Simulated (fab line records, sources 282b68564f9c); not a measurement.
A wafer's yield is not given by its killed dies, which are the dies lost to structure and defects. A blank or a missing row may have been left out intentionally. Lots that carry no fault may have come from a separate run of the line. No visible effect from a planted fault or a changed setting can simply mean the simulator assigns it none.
Struck lot and sound lot, side by side / flow ritCmos / 17 out of 202 route steps
Sound: wafers L447.2, L447.4, L447.6. Wafers L452.1, L452.2, L452.5 were the ones struck. The cause comes at the end.
At each step with rows: each side's tool, then ch and its chambers, then its first start. Under that, the readings that differ: sound wafers / struck wafers / difference of the means / sigmas: that difference in standard deviations of wafers without a fault.
alike: a reading whose means differ by less than 2 such deviations, as well as words and numbers matching on both sides. not compared: withheld readings; readings where some wafer has no value; bounds like >300 that might hide an equal value; numbers whose values overlap and for which the record gives no deviation.
A row with sigmas, a row that says differs or no value, or rows on one side alone: a step with any of these is where the two part. Non-overlapping numbers with no deviation appear without sigmas and do not part them. Lack of a reading on every wafer of one side parts them only where that side has two or more wafers.

RIT_PWELL_TW_MEAS_10:
  struck on filmMetro-01, day 3 02:07; sound on filmMetro-01, day 2 01:07
  alike: PWELL_TW
then, 1 step without rows for these wafers: RIT_WELLDRIVE_ANNEAL_00 (time 14700 s).
RIT_WELLDRIVE_RS_MEAS_01: a four-point-probe measurement.
  struck on filmMetro-02, day 3 08:52; sound on filmMetro-01, day 2 07:25
  alike: NWELL_RS
RIT_WELLDRIVE_RS_MEAS_02: a four-point-probe measurement.
  struck on filmMetro-02, day 3 08:59; sound on filmMetro-01, day 2 07:32
  alike: PWELL_RS
then, 2 steps without rows for these wafers: RIT_NRETRO_HMDS_00 (prime time 60 s); RIT_NRETRO_COAT_01 (resist thk 1300 nm).
RIT_NRETRO_SOFTBAKE_02: time 61.41 s.
  sound on lithoTrack-01 ch 0, day 2 07:58; struck on lithoTrack-02 ch 0, day 3 09:25
  alike: plateSensorTCentreC, plateSensorTEdgeC
then, 3 steps without rows for these wafers: RIT_NRETRO_EXPOSE_03 (exposes mask M4, target cd 43900 nm); RIT_NRETRO_PEB_04; RIT_NRETRO_DEVELOP_05 (develop time 68 s).
RIT_NRETRO_OVL_MEAS_06:
  struck on overlay-01, day 3 10:07; sound on overlay-02, day 2 08:32
  alike: NRETRO_OVL
then, 1 step without rows for these wafers: RIT_NRETRO_HARDBAKE_07 (time 120 s).
RIT_NRETRO_IMPLANT_08:
  sound on implanter-04 ch 0, day 2 08:50; struck on implanter-04 ch 0, day 3 10:24
reading=doseIonsCm2; sound=1.0003e+13 1.0005e+13 9.98e+12; struck=7.811e+12 7.79e+12 7.791e+12; difference=-2.199e+12; sigmas=-99 or more
reading=faradayCurrentUA; sound=32.7 33.7 31.5; struck=24.4 25.7 24.2; difference=-7.9; sigmas=-12
RIT_NRETRO_STRIP_09: strips in O2, time 180 s.
  sound on plasmaAsher-03 ch 0,1, day 2 08:58; struck on plasmaAsher-03 ch 0,1, day 3 10:33
  alike: drypumpMotorCurrentA
  not compared: rfHoursCounterH
RIT_NRETRO_TW_MEAS_10:
  struck on filmMetro-02, day 3 10:43; sound on filmMetro-04, day 2 09:08
reading=NRETRO_TW; sound=1043 1051 1044; struck=963 967 965; difference=-81; sigmas=-12
then, 1 step without rows for these wafers: RIT_PRETRO_HMDS_00 (prime time 60 s).
RIT_M1_PROBE_99:
  struck on prober-02, day 4 17:11; sound on prober-01, day 3 11:55
reading=model.etest.pmos_0p3.rOnOhmUm; sound=6416 6463 6368; struck=6054 6105 6112; difference=-325; sigmas=
reading=model.etest.pmos_0p15.driveUaUm; sound=249 241 250.4; struck=268.4 272 261.4; difference=+20.5; sigmas=
reading=model.etest.pmosTurned.driveUaUm; sound=182.4 178.6 187.9; struck=203.5 208.5 201.5; difference=+21.5; sigmas=
reading=model.etest.pmosNarrow.driveUaUm; sound=97.54 95.42 96.49; struck=110.4 108.5 108; difference=+12.5; sigmas=
reading=model.etest.pmos_0p3.driveUaUm; sound=97.97 96.92 99.17; struck=106.7 106.8 107; difference=+8.8; sigmas=
reading=model.etest.wellEdgeRight.lineOhmUm; sound=182.6 179.7 184.7; struck=188.2 189.5 188.8; difference=+6.5; sigmas=
reading=model.etest.pmos_0p15.offLog10AUm; sound=-10.43 -10.75 -10.46; struck=-9.8 -9.82 -10.06; difference=+0.7; sigmas=
  alike: killedAtFrontEnd, killedDies, killedOpen, killedShort
  not compared: model.etest.wellEdgeLeft.lineOhmUm

## WHERE THEY PART
At RIT_NRETRO_IMPLANT_08 first; at RIT_NRETRO_TW_MEAS_10 last (within this record only). Later steps at which nothing parts them and some readings are alike: RIT_M1_PROBE_99.

WHY: what had been put in by the simulator
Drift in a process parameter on implanter-04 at RIT_NRETRO_IMPLANT_08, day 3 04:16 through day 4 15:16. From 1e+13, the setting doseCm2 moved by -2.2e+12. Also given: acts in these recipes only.
